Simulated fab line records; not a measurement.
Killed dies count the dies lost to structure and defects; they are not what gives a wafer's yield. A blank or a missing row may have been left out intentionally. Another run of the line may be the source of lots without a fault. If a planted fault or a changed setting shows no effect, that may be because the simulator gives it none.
fab line records	flow rit-cmos
[record] lots = 6	wafers = 18	last-day = 7
route steps=202 shown NRETRO@60 PRETRO@64 GATE@75 M1@202
lots with no fault: from the same line, run without faults
start-h: hours from the record's opening day to when the first of the lot's shown wafers began	wait-h: how many hours have passed since the lot's step before this one	" identical to the entry in the row above	L1.1+2: several wafers, shown together as one row	- either no value or no given start	* or withheld: withheld	< > ~ a bound
route shown NAME@n: names a module that has steps shown in the file, with the first one's number in the route	usual: the fault-free wafers' mean and standard deviation	same: alike in all rows	chamber/n: place in a boat	sites: the reading at each site	_std_site: the values' standard deviation	_edge_site: outer sites' mean less inner sites'	radius-mm: how far each site lies from the wafer's centre	mask NAME#n: copy n	behind: the most recent tool/chamber to have shaped the wafer	hold: the reason the lot was held/the length of the hold in hours/how it ended	device: which transistor (n, p or np) failed to switch	end of line: tests run on the same wafers once the route is complete	a step with no rows: only its recipe	killed: not the wafer's yield, but the dies lost to structure and defects at the first sort	map: a wafer's dies, marking killed ones x, the rest . and places with no die _
set.NAME: the run value of the setting; set.NAME@STEP: its run value at that earlier step	model.NAME: the simulator's own value behind a step, which no gauge read
lots at selected steps of the route; one table per step, one row per wafer
services: when a tool's chamber went out of use (start-h, in hours from the record's first day, below 0 if earlier), for how many hours, and the reason
[[steps]]
[step RIT_NRETRO_HARDBAKE_07]
[recipe] resist = NOVOLAK	temp-c = 140	time-s = 120
[step RIT_NRETRO_IMPLANT_08]
[recipe] species = P	energy-kev = 70	dose-cm2 = 1e+13	tilt-deg = 7
[step RIT_NRETRO_STRIP_09]
[recipe] chemistry = O2	time-s = 180	resist = NOVOLAK	platen-temp-c = withheld	power-w = 500	pressure-mtorr = 4000	o2-flow-sccm = 4000
[usual] drypump-motor-current-A = 5.9/0.44
lot.wafer	tool	chamber	start-h	wait-h	drypump-motor-current-A	rf-hours-counter-h
L474.2	plasma-asher-03	1	44.53	0.1	5.7	25
L474.3	"	0	"	"	6.0	-
L474.6	"	1	"	"	5.7	-
L476.1	plasma-asher-01	0	55.71	0.1	5.1	41
L476.4	"	0	"	"	5.1	-
L476.6	"	0	"	"	5.1	-
L480.1	plasma-asher-02	0	74.28	0.1	6.5	43
L480.2	"	1	"	"	5.7	43
L480.5	"	0	"	"	6.5	-
L489.1	plasma-asher-03	1	120.34	0.1	5.7	31
L489.2	"	0	"	"	5.9	31
L489.6	"	0	"	"	6.0	-
L490.2	plasma-asher-03	1	124.85	0.1	5.7	32
L490.3	"	0	"	"	6.0	-
L490.4	"	1	"	"	5.7	-
L493.3	plasma-asher-02	0	140.77	0.1	6.5	-
L493.5	"	1	"	"	5.7	-
L493.6	"	0	"	"	6.5	-
[step RIT_NRETRO_TW_MEAS_10]
[usual] NRETRO_TW = 1066/8.6
lot.wafer	tool	chamber	start-h	wait-h	NRETRO_TW
L474.2	film-metro-02	-	44.71	0.1	1062
L474.3	"	-	"	"	1062
L474.6	"	-	"	"	1056
L476.1	film-metro-03	-	55.88	0.1	1086
L476.4	"	-	"	"	1087
L476.6	"	-	"	"	1087
L480.1	film-metro-02	-	74.45	0.1	1061
L480.2	"	-	"	"	1062
L480.5	"	-	"	"	1062
L489.1	film-metro-04	-	120.51	0.1	1074
L489.2	"	-	"	"	1073
L489.6	"	-	"	"	1072
L490.2	film-metro-02	-	125.03	0.1	1064
L490.3	"	-	"	"	1063
L490.4	"	-	"	"	1062
L493.3	film-metro-04	-	140.91	0.1	1074
L493.5	"	-	"	"	1066
L493.6	"	-	"	"	1068
[step RIT_PRETRO_HMDS_00]
[recipe] prime-time-s = 60	prime-temp-c = 140
[step RIT_PRETRO_COAT_01]
[recipe] resist = NOVOLAK	spin-rpm = 2000	resist-thk-nm = 1300
[step RIT_PRETRO_SOFTBAKE_02]
[recipe] resist = NOVOLAK	temp-c = 90	time-s = 60
[step RIT_PRETRO_EXPOSE_03]
[recipe] mask-id = M5	na = 0.57	target-cd-nm = 43700	dose-mj = 250
[step RIT_PRETRO_PEB_04]
[recipe] resist = NOVOLAK	temp-c = withheld	time-s = withheld
[step RIT_PRETRO_DEVELOP_05]
[recipe] resist = NOVOLAK	develop-time-s = 68	dev-temp-c = 23
[step RIT_PRETRO_OVL_MEAS_06]
[usual] PRETRO_OVL = -0.3/1.4
lot.wafer	tool	chamber	start-h	wait-h	PRETRO_OVL[nm]
L474.2	overlay-02	-	45.65	-	1.1
L474.3	"	-	"	"	0.8
L474.6	"	-	"	"	1.1
L476.1	overlay-02	-	56.95	-	2.2
L476.4	"	-	"	"	1.4
L476.6	"	-	"	"	2.7
L480.1	overlay-01	-	75.52	-	1.5
L480.2	"	-	"	"	2.9
L480.5	"	-	"	"	0.9
L489.1	overlay-02	-	121.58	-	0.2
L489.2	"	-	"	"	-0.2
L489.6	"	-	"	"	-0.1
L490.2	overlay-02	-	125.97	-	-1.3
L490.3	"	-	"	"	-0.5
L490.4	"	-	"	"	-0.9
L493.3	overlay-02	-	141.84	-	-0.5
L493.5	"	-	"	"	-1.4
L493.6	"	-	"	"	-0.7
[step RIT_PRETRO_HARDBAKE_07]
[recipe] resist = NOVOLAK	temp-c = 140	time-s = 120
[step RIT_PRETRO_IMPLANT_08]
[recipe] species = B	energy-kev = 45	dose-cm2 = 1.2e+13	tilt-deg = 7
[usual] dose-ions-cm2 = 1.1999e+13/1.2e+10	faraday-current-uA = 38.1/0.75
lot.wafer	tool	chamber	start-h	wait-h	dose-ions-cm2	faraday-current-uA
L474.2	implanter-04	0	45.95	0.2	1.1999e+13	38.4
L474.3	"	0	"	"	1.1999e+13	38.3
L474.6	"	0	"	"	1.2003e+13	37.1
L476.1	implanter-04	0	57.61	0.2	9.369e+12	31.1
L476.4	"	0	"	"	9.37e+12	29.5
L476.6	"	0	"	"	9.36e+12	30.3
L480.1	implanter-04	0	75.82	0.2	9.367e+12	30.6
L480.2	"	0	"	"	9.36e+12	30.1
L480.5	"	0	"	"	9.374e+12	29.1
L489.1	implanter-02	0	121.87	0.2	1.1984e+13	37.1
L489.2	"	0	"	"	1.1982e+13	38.6
L489.6	"	0	"	"	1.1991e+13	37.2
L490.2	implanter-02	0	126.28	0.2	1.2017e+13	37.7
L490.3	"	0	"	"	1.1998e+13	38.3
L490.4	"	0	"	"	1.2003e+13	39.2
L493.3	implanter-02	0	142.16	0.2	1.199e+13	37.9
L493.5	"	0	"	"	1.201e+13	39.0
L493.6	"	0	"	"	1.1994e+13	38.0
[step RIT_PRETRO_STRIP_09]
[recipe] chemistry = O2	time-s = 180	resist = NOVOLAK	platen-temp-c = withheld	power-w = 500	pressure-mtorr = 4000	o2-flow-sccm = 4000
[usual] drypump-motor-current-A = 5.5/0.46
lot.wafer	tool	chamber	start-h	wait-h	drypump-motor-current-A	rf-hours-counter-h
L474.2	plasma-asher-03	1	46.08	0.1	5.7	26
L474.3	"	0	"	"	6.0	-
L474.6	"	0	"	"	6.0	-
L476.1	plasma-asher-01	1	57.76	0.1	6.1	41
L476.4	"	0	"	"	5.1	-
L476.6	"	1	"	"	6.0	-
L480.1	plasma-asher-04	0	75.97	0.1	4.8	43
L480.2	"	1	"	"	5.2	43
L480.5	"	0	"	"	4.8	-
L489.1	plasma-asher-04	1	122.02	0.1	5.2	0
L489.2	"	0	"	"	4.8	0
L489.6	"	1	"	"	5.2	-
L490.2	plasma-asher-04	0	126.40	0.1	4.8	1
L490.3	"	1	"	"	5.2	-
L490.4	"	0	"	"	4.8	-
L493.3	plasma-asher-01	1	142.32	0.1	6.0	-
L493.5	"	0	"	"	5.1	-
L493.6	"	1	"	"	6.0	-
[step RIT_PRETRO_TW_MEAS_10]
[usual] PRETRO_TW = 479/7.6
lot.wafer	tool	chamber	start-h	wait-h	PRETRO_TW
L474.2	film-metro-01	-	46.26	0.1	466
L474.3	"	-	"	"	467
L474.6	"	-	"	"	466
L476.1	film-metro-04	-	57.93	0.1	444
L476.4	"	-	"	"	447
L476.6	"	-	"	"	444
L480.1	film-metro-01	-	76.14	0.1	434
L480.2	"	-	"	"	435
L480.5	"	-	"	"	434
L489.1	film-metro-03	-	122.19	0.1	491
L489.2	"	-	"	"	488
L489.6	"	-	"	"	490
L490.2	film-metro-04	-	126.59	0.1	483
L490.3	"	-	"	"	483
L490.4	"	-	"	"	483
L493.3	film-metro-03	-	142.46	0.1	490
L493.5	"	-	"	"	489
L493.6	"	-	"	"	491
[step RIT_GATE_WET_ETCH_00]
[recipe] chemistry = BOE	target = SiO2	target-depth-nm = 56	time-s = 60	dry = n2-spin	dilution = 10:1	temp-c = 21.5
[step RIT_M1_PROBE_99]
[usual] killed-at-contacts = 0.1/0.24	killed-at-front-end = 6.8/2.8	killed-dies = 6.9/2.8	killed-open = 3.3/1.9	killed-short = 3.5/1.8
[same] gross-dies = 264	killed_at_M0_to_M3 = 0	killed_at_M4_up = 0	killed-at-back-side = 0	killed-at-other = 0
lot.wafer	tool	chamber	start-h	wait-h	killed-at-contacts	killed-at-front-end	killed-dies	killed-open	killed-short	model.etest.nmos_0p3.r-on-ohm-um	model.etest.nmos-turned.drive-ua-um	model.etest.nmos_0p15.drive-ua-um	model.etest.nmos_0p3.drive-ua-um	model.etest.nmos-narrow.drive-ua-um	model.etest.nmos_0p15.off-log10-a-um	model.etest.retro-edge-nmos.off-log10-a-um	model.etest.ring.quiet-log10-a
L474.2	prober-02	-	72.70	0.1	0	8	8	5	3	2244	326.4	457.9	212.5	208.9	-10.09	-9.861	-7.587
L474.3	prober-02	-	72.75	0.2	0	5	5	2	3	2206	329.5	457.6	215.9	213.3	-10.11	-9.979	-7.654
L474.6	prober-02	-	72.90	0.2	0	7	7	4	3	2240	330.1	461.9	213.4	208.4	-10.04	-9.846	-7.654
L476.1	prober-02	-	83.71	0.1	0	6	6	3	3	2154	327.7	471.3	230.3	225.3	-9.795	-9.665	-7.625
L476.4	prober-02	-	83.86	0.2	0	4	4	2	2	2110	336.6	469.7	234.5	229.9	-9.85	-9.65	-7.69
L476.6	prober-02	-	83.96	0.2	0	5	5	1	4	2098	344.1	472.6	228.3	226.3	-9.866	-9.761	-7.712
L480.1	prober-02	-	105.10	0.1	0	9	9	3	6	2023	363.8	506.1	245.6	246.7	-9.364	-9.262	-7.238
L480.2	prober-02	-	105.15	0.1	0	9	9	2	7	2048	368.5	517.3	249	248.2	-8.97	-8.92	-6.867
L480.5	prober-02	-	105.30	0.2	0	6	6	4	2	2041	365.5	509.6	247.6	249.6	-9.165	-9.001	-7.066
L489.1	prober-02	-	148.39	0.1	0	8	8	4	4	2089	334.4	477.9	228.1	233.5	-10.13	-9.929	-7.841
L489.2	prober-02	-	148.44	0.1	0	5	5	1	4	2116	336.5	486.8	236.1	238.7	-10.02	-9.903	-7.795
L489.6	prober-02	-	148.64	0.2	1	6	7	3	2	2163	334.7	478.1	226.8	233.2	-10.04	-9.893	-7.771
L490.2	prober-01	-	153.50	0.1	0	5	5	3	2	2198	318.5	466.7	219.6	223	-10.05	-9.913	-7.821
L490.3	prober-01	-	153.55	0.2	0	5	5	4	1	2174	320	462.4	214.9	217.9	-10.18	-10.1	-7.906
L490.4	prober-01	-	153.60	0.2	0	4	4	1	3	2144	323.8	475.2	219.7	222.8	-10.07	-10.06	-7.844
L493.3	prober-02	-	168.25	0.2	0	4	4	2	2	2219	292.9	453	225.1	226	-10.22	-10.06	-7.99
L493.5	prober-02	-	168.35	0.2	0	13	13	6	7	2208	308.3	448.9	228.3	228	-10.46	-10.33	-8.072
L493.6	prober-02	-	168.40	0.2	0	7	7	4	3	2157	310.9	449.8	225.9	228.3	-10.47	-10.21	-8.14
// killed by level:class
L474.2 GATE:geometric-particle:open=4 GATE:geometric-particle:short=2 FOX1:geometric-particle:short=1 SILICIDE:geometric-particle:open=1
L474.3 GATE:geometric-particle:short=3 FOX1:geometric-particle:open=1 GATE:geometric-particle:open=1
L474.6 GATE:geometric-particle:open=4 GATE:geometric-particle:short=1 REOX:geometric-particle:short=1 SILICIDE:geometric-particle:short=1
L476.1 FOX2:geometric-particle:short=2 FOX2:geometric-particle:open=1 GATE:geometric-particle:open=1 REOX:geometric-particle:open=1 SILICIDE:geometric-particle:short=1
L476.4 ACTIVE:geometric-particle:open=1 GATE:geometric-particle:short=1 SPACER:geometric-particle:open=1 SILICIDE:geometric-particle:short=1
L476.6 GATE:geometric-particle:short=4 GATE:geometric-particle:open=1
L480.1 GATE:geometric-particle:open=3 SPACER:geometric-particle:short=3 GATE:geometric-particle:short=2 REOX:geometric-particle:short=1
L480.2 GATE:geometric-particle:short=3 SPACER:geometric-particle:short=2 SPACER:geometric-particle:open=2 FOX2:geometric-particle:short=1 REOX:geometric-particle:short=1
L480.5 GATE:geometric-particle:open=2 SPACER:geometric-particle:open=2 FOX1:geometric-particle:short=1 GATE:geometric-particle:short=1
L489.1 FOX1:geometric-particle:short=2 FOX2:geometric-particle:open=2 GATE:geometric-particle:open=2 GATE:geometric-particle:short=2
L489.2 GATE:geometric-particle:short=2 GATE:geometric-particle:open=1 REOX:geometric-particle:short=1 SILICIDE:geometric-particle:short=1
L489.6 PSD:coat-microbubble-printed=2 FOX2:geometric-particle:open=1 REOX:geometric-particle:open=1 SPACER:geometric-particle:short=1 SILICIDE:geometric-particle:open=1 CONTACT:geometric-particle:short=1
L490.2 FOX1:geometric-particle:short=2 FOX2:geometric-particle:open=1 REOX:geometric-particle:open=1 SPACER:geometric-particle:open=1
L490.3 FOX1:geometric-particle:open=1 GATE:geometric-particle:short=1 GATE:geometric-particle:open=1 SPACER:geometric-particle:open=1 SILICIDE:geometric-particle:open=1
L490.4 GATE:geometric-particle:short=2 FOX1:geometric-particle:short=1 GATE:geometric-particle:open=1
L493.3 GATE:geometric-particle:open=2 GATE:geometric-particle:short=1 SILICIDE:geometric-particle:short=1
L493.5 GATE:geometric-particle:open=3 FOX2:geometric-particle:short=2 REOX:geometric-particle:short=2 FOX1:geometric-particle:open=1 FOX1:geometric-particle:short=1 GATE:geometric-particle:short=1 SPACER:geometric-particle:open=1 SILICIDE:geometric-particle:open=1
L493.6 REOX:geometric-particle:short=3 FOX1:geometric-particle:open=2 REOX:geometric-particle:open=1 SPACER:geometric-particle:open=1
[[services]]
tool	chamber	start-h	hours	kind
plasma-asher-01	-	22.10	1.8	repair
implanter-04	-	61.84	4.6	repair
implanter-04	-	62.46	3.3	repair
plasma-asher-03	-	74.96	24.9	pm
plasma-asher-01	-	85.33	2.8	pm
plasma-asher-04	-	108.75	9.0	pm
plasma-asher-04	0	108.75	9.0	vent-cycle
plasma-asher-04	1	108.75	9.0	vent-cycle
implanter-02	-	108.95	2.0	repair
plasma-asher-04	0	117.75	-	clean
plasma-asher-04	1	117.75	-	clean
implanter-04	-	132.03	0.7	repair
[[key]]
[first-sign] step = RIT_PRETRO_IMPLANT_08	reading = dose-ions-cm2	direction = down	sigmas = 99+	usual = 1.1999e+13	struck = 9.367e+12
[effect] step = RIT_PRETRO_IMPLANT_08	reading = faraday-current-uA	direction = down	sigmas = 11	usual = 38.1	struck = 30.1
[effect] step = RIT_PRETRO_TW_MEAS_10	reading = PRETRO_TW	direction = down	sigmas = 5.1	usual = 479	struck = 440
[model-effect] step = RIT_M1_PROBE_99	value = etest.nmos_0p3.r-on-ohm-um	without = 2176	struck = 2079
met-at RIT_PRETRO_IMPLANT_08
struck-wafers L476.1,L476.4,L476.6,L480.1,L480.2,L480.5
tester-left-out L476,L480
onset-between 45.95 57.61
[fault] kind = process-parameter-drift	tool = implanter-04	chamber = -	onset-h = 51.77	steps = RIT_PRETRO_IMPLANT_08	channel = dose-cm2	offset = -2.64e+12	shape = step	end-h = 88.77	acts-in = these-recipes-only	stated = 1.2e+13
// tester-left-out: of these lots the tester's yield and bins aren't shown, on N5 and GAA mostly nor the transistor test; their killed dies are dies lost to structure and defects alone, not to doping, threshold or leakage, so they don't give the yield
